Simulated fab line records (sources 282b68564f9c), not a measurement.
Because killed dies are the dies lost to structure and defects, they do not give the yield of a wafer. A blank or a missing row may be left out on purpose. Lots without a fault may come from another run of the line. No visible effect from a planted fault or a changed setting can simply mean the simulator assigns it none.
fab line records | flow rit_cmos
record: lots: 14 wafers: 42 last_day: 7
route steps=202 shown NWELL@51 GATE@93 NLDD@108 CONTACT@168
lots with no fault: from the same line, run without faults
start_h: hours from the record's opening day to when the first of the lot's shown wafers began | wait_h: hours from the lot's prior step to this one | " same as the row above | L1.1+2: several wafers, shown together as one row | - no value, or no start given | * or withheld: withheld | < > ~ a bound
route shown NAME@n: a module of which the file shows steps, and the number in the route of the first | usual: the fault-free wafers' mean and standard deviation | same: alike in all rows | chamber/n: place in a boat | sites: the reading at each site | _std_site: the values' standard deviation | _edge_site: inner sites' mean taken away from outer sites' mean | radius_mm: how far each site lies from the wafer's centre | mask NAME#n: copy n | behind: the most recent tool/chamber to have shaped the wafer | hold: reason for holding the lot/hours on hold/outcome of the hold | device: names the non-switching transistor (n, p or np) | end of line: at the end of the route, the tests of the same wafers | where a step has no rows: the recipe by itself | killed: dies lost to structure and defects at the first sort, not the wafer's yield | map: the dies of a wafer, with x for killed, . for not killed, _ for no die there
set.NAME: the setting as run; set.NAME@STEP: as run at that earlier step | model.NAME: the simulator's own value behind a step, which no gauge read
the route's steps for a sample of lots (tables are steps, rows are wafers)
services: from which hour (start_h, from the record's first day; less than 0 if before it) a tool's chamber was out of use, for how many hours, and why
== steps ==
step: RIT_WELLDRIVE_RS_MEAS_01
recipe: thk_meas_gauge: four-point-probe
usual: NWELL_RS: 275.5/0.84
columns lot.wafer tool chamber start_h wait_h NWELL_RS[ohm/sq]
L318.1 film_metro-04 - 36.63 0.0 275.0
L318.3 " - " " 275.9
L318.4 " - " " 275.4
L319.3 film_metro-03 - 39.57 0.0 277.0
L319.5 " - " " 276.2
L319.6 " - " " 276.4
L320.3 film_metro-03 - 44.56 0.0 275.8
L320.4 " - " " 276.8
L320.5 " - " " 276.1
L322.3 film_metro-01 - 54.72 0.0 274.5
L322.5 " - " " 274.1
L322.6 " - " " 274.0
L323.2 film_metro-04 - 59.79 0.0 274.9
L323.4 " - " " 273.7
L323.6 " - " " 273.8
L331.1 film_metro-04 - 99.80 0.0 275.8
L331.3 " - " " 276.2
L331.4 " - " " 277.4
L333.1 film_metro-03 - 110.02 0.0 275.3
L333.2 " - " " 275.8
L333.5 " - " " 275.5
L334.1 film_metro-03 - 115.50 0.0 276.1
L334.3 " - " " 276.0
L334.5 " - " " 276.6
L335.2 film_metro-03 - 122.17 0.0 275.3
L335.4 " - " " 275.6
L335.5 " - " " 274.7
L336.2 film_metro-03 - 133.23 0.0 274.7
L336.3 " - " " 274.9
L336.5 " - " " 274.7
L337.1 film_metro-01 - 136.62 0.0 275.2
L337.4 " - " " 274.7
L337.5 " - " " 274.7
L338.2 film_metro-01 - 138.47 0.0 274.8
L338.3 " - " " 275.2
L338.4 " - " " 275.7
L339.1 film_metro-03 - 140.84 0.0 277.6
L339.5 " - " " 275.5
L339.6 " - " " 276.2
L340.1 film_metro-01 - 147.21 0.0 274.1
L340.2 " - " " 274.7
L340.6 " - " " 274.2
step: RIT_GATE_OVL_MEAS_17
usual: GATE_OVL: -0.6/1.4
columns lot.wafer tool chamber start_h wait_h GATE_OVL[nm]
L318.1 overlay-02 - 45.48 0.1 -0.4
L318.3 " - " " -1.1
L318.4 " - " " -0.4
L319.3 overlay-02 - 52.86 0.1 -2.2
L319.5 " - " " -2.2
L319.6 " - " " -1.8
L320.3 overlay-01 - 53.63 0.1 0.2
L320.4 " - " " 0.2
L320.5 " - " " 1.4
L322.3 overlay-01 - 62.90 0.1 -1.3
L322.5 " - " " 1.3
L322.6 " - " " 1.3
L323.2 overlay-02 - 68.26 0.1 -0.5
L323.4 " - " " -1.3
L323.6 " - " " -1.1
L331.1 overlay-02 - 112.02 0.1 -1.3
L331.3 " - " " -1.1
L331.4 " - " " -2.2
L333.1 overlay-01 - 127.12 0.1 -2.3
L333.2 " - " " -2.5
L333.5 " - " " -2.4
L334.1 overlay-01 - 127.37 0.1 -0.3
L334.3 " - " " 0.5
L334.5 " - " " -3.2
L335.2 overlay-02 - 131.82 0.1 -1.2
L335.4 " - " " -1.6
L335.5 " - " " -1.4
L336.2 overlay-02 - 144.40 0.1 0.8
L336.3 " - " " 2.0
L336.5 " - " " 1.3
L337.1 overlay-01 - 144.88 0.1 -2.7
L337.4 " - " " -2.3
L337.5 " - " " -0.8
L338.2 overlay-01 - 146.50 0.1 -0.6
L338.3 " - " " -1.3
L338.4 " - " " -2.8
L339.1 overlay-02 - 152.76 0.1 -0.5
L339.5 " - " " -0.5
L339.6 " - " " 0.3
L340.1 overlay-02 - 159.11 0.1 -2.7
L340.2 " - " " -0.1
L340.6 " - " " -1.2
step: RIT_NLDD_DEVELOP_05
recipe: resist: NOVOLAK develop_time_s: 50 dev_temp_c: 23
usual: chill_plate_temp_C: 23.00/0.11 develop_time_s: 50/0
columns lot.wafer tool chamber start_h wait_h chill_plate_temp_C develop_time_s
L318.1 litho_track-02 0 50 - 22.85 50
L318.3 " 0 " " 22.98 50
L318.4 " 0 " " 22.94 50
L319.3 litho_track-01 0 57 - 23.07 50
L319.5 " 0 " " 23.05 50
L319.6 " 0 " " 22.98 50
L320.3 litho_track-01 0 58 - 22.85 50
L320.4 " 0 " " 22.87 50
L320.5 " 0 " " 22.88 50
L322.3 litho_track-01 - 68 - - -
L322.5 " - " " - -
L322.6 " - " " - -
L323.2 litho_track-03 - 72 - - -
L323.4 " - " " - -
L323.6 " - " " - -
L331.1 litho_track-02 0 120 - 23.09 50
L331.3 " 0 " " 23.00 50
L331.4 " 0 " " 22.89 50
L333.1 litho_track-03 0 132 - 22.87 50
L333.2 " 0 " " 22.97 50
L333.5 " 0 " " 22.89 50
L334.1 litho_track-03 0 132 - 23.01 50
L334.3 " 0 " " 22.91 50
L334.5 " 0 " " 22.99 50
L335.2 litho_track-01 0 136 - 23.00 50
L335.4 " 0 " " 22.94 50
L335.5 " 0 " " 23.07 50
L336.2 litho_track-01 0 150 - 23.10 50
L336.3 " 0 " " 23.10 50
L336.5 " 0 " " 23.03 50
L337.1 litho_track-03 0 150 - 22.86 50
L337.4 " 0 " " 22.90 50
L337.5 " 0 " " 22.84 50
L338.2 litho_track-02 0 154 - 22.98 50
L338.3 " 0 " " 22.95 50
L338.4 " 0 " " 22.81 50
L339.1 litho_track-02 0 158 - 23.12 50
L339.5 " 0 " " 23.05 50
L339.6 " 0 " " 23.06 50
L340.1 litho_track-03 0 163 - 22.96 50
L340.2 " 0 " " 22.73 50
L340.6 " 0 " " 22.82 50
step: RIT_CONTACT_CVD_00
recipe: material: SiO2 target_thk_nm: 400 precursor: TEOS temp_c: 390 time_s: 61 rf_w: 400
usual: heater_power_w: 290/47
columns lot.wafer tool chamber start_h wait_h heater_power_w
L318.1 pecvd-03 2 60.00 0.1 320
L318.3 " 1 " " 210
L318.4 " 1 " " 225
L319.3 pecvd-02 0 67.23 0.0 289
L319.5 " 0 " " 292
L319.6 " 1 " " 293
L320.3 pecvd-01 0 68.53 0.0 284
L320.4 " 2 " " 349
L320.5 " 1 " " 369
L322.3 pecvd-02 1 78.36 0.0 260
L322.5 " 1 " " 262
L322.6 " 2 " " 199
L323.2 pecvd-01 1 82.28 0.0 343
L323.4 " 2 " " 283
L323.6 " 1 " " 359
L331.1 pecvd-02 2 129.51 0.1 220
L331.3 " 0 " " 259
L331.4 " 2 " " 233
L333.1 pecvd-02 2 141.67 0.1 252
L333.2 " 1 " " 255
L333.5 " 2 " " 256
L334.1 pecvd-03 2 142.15 0.1 364
L334.3 " 1 " " 273
L334.5 " 2 " " 376
L335.2 pecvd-02 2 146.07 0.0 232
L335.4 " 0 " " 291
L335.5 " 1 " " 237
L336.2 pecvd-01 2 159.57 0.0 358
L336.3 " 1 " " 303
L336.5 " 0 " " 283
L337.1 pecvd-03 0 160.01 0.1 266
L337.4 " 1 " " 244
L337.5 " 0 " " 277
L338.2 pecvd-02 2 164.10 0.0 274
L338.3 " 0 " " 287
L338.4 " 0 " " 292
L339.1 pecvd-01 2 168.16 0.1 365
L339.5 " 1 " " 298
L339.6 " 0 " " 320
L340.1 pecvd-03 1 172.34 0.1 219
L340.2 " 0 " " 260
L340.6 " 0 " " 279
== services ==
columns tool chamber start_h hours kind
litho_track-01 - 55.49 - consumable_replace:filter
pecvd-03 - 61.65 0.7 repair
pecvd-03 - 82.07 0.7 repair
pecvd-01 - 123.22 28.1 pm
pecvd-03 - 164.80 5.0 repair
pecvd-02 0 166.22 8.0 repair
pecvd-01 1 168.54 5.7 repair
pecvd-02 - 172.17 2.8 repair
== key ==
first_sign: step: RIT_NLDD_DEVELOP_05 reading: tool_record direction: missing
effect none on later readings
met_at RIT_NLDD_DEVELOP_05
struck_lots L322,L323
sort_left_out L322.3,L322.5,L322.6,L323.2,L323.4,L323.6
tester_left_out L322,L323
not_acting_at RIT_WELLDRIVE_RS_MEAS_01,RIT_GATE_OVL_MEAS_17,RIT_CONTACT_CVD_00
onset_between 58 68
fault: kind: skipped_step_whole tool: litho_track-01,litho_track-03 chamber: - onset_h: 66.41 steps: RIT_NLDD_DEVELOP_05 scope: struck_lots_only
tester_left_out: of these lots the tester's yield and bins aren't shown, on N5 and GAA mostly nor the transistor test; their killed dies are dies lost to structure and defects alone, not to doping, threshold or leakage, so they don't give the yield
sort_left_out: the simulated sort isn't trusted on such a fault, so these wafers' sort isn't shown, and their yield isn't known
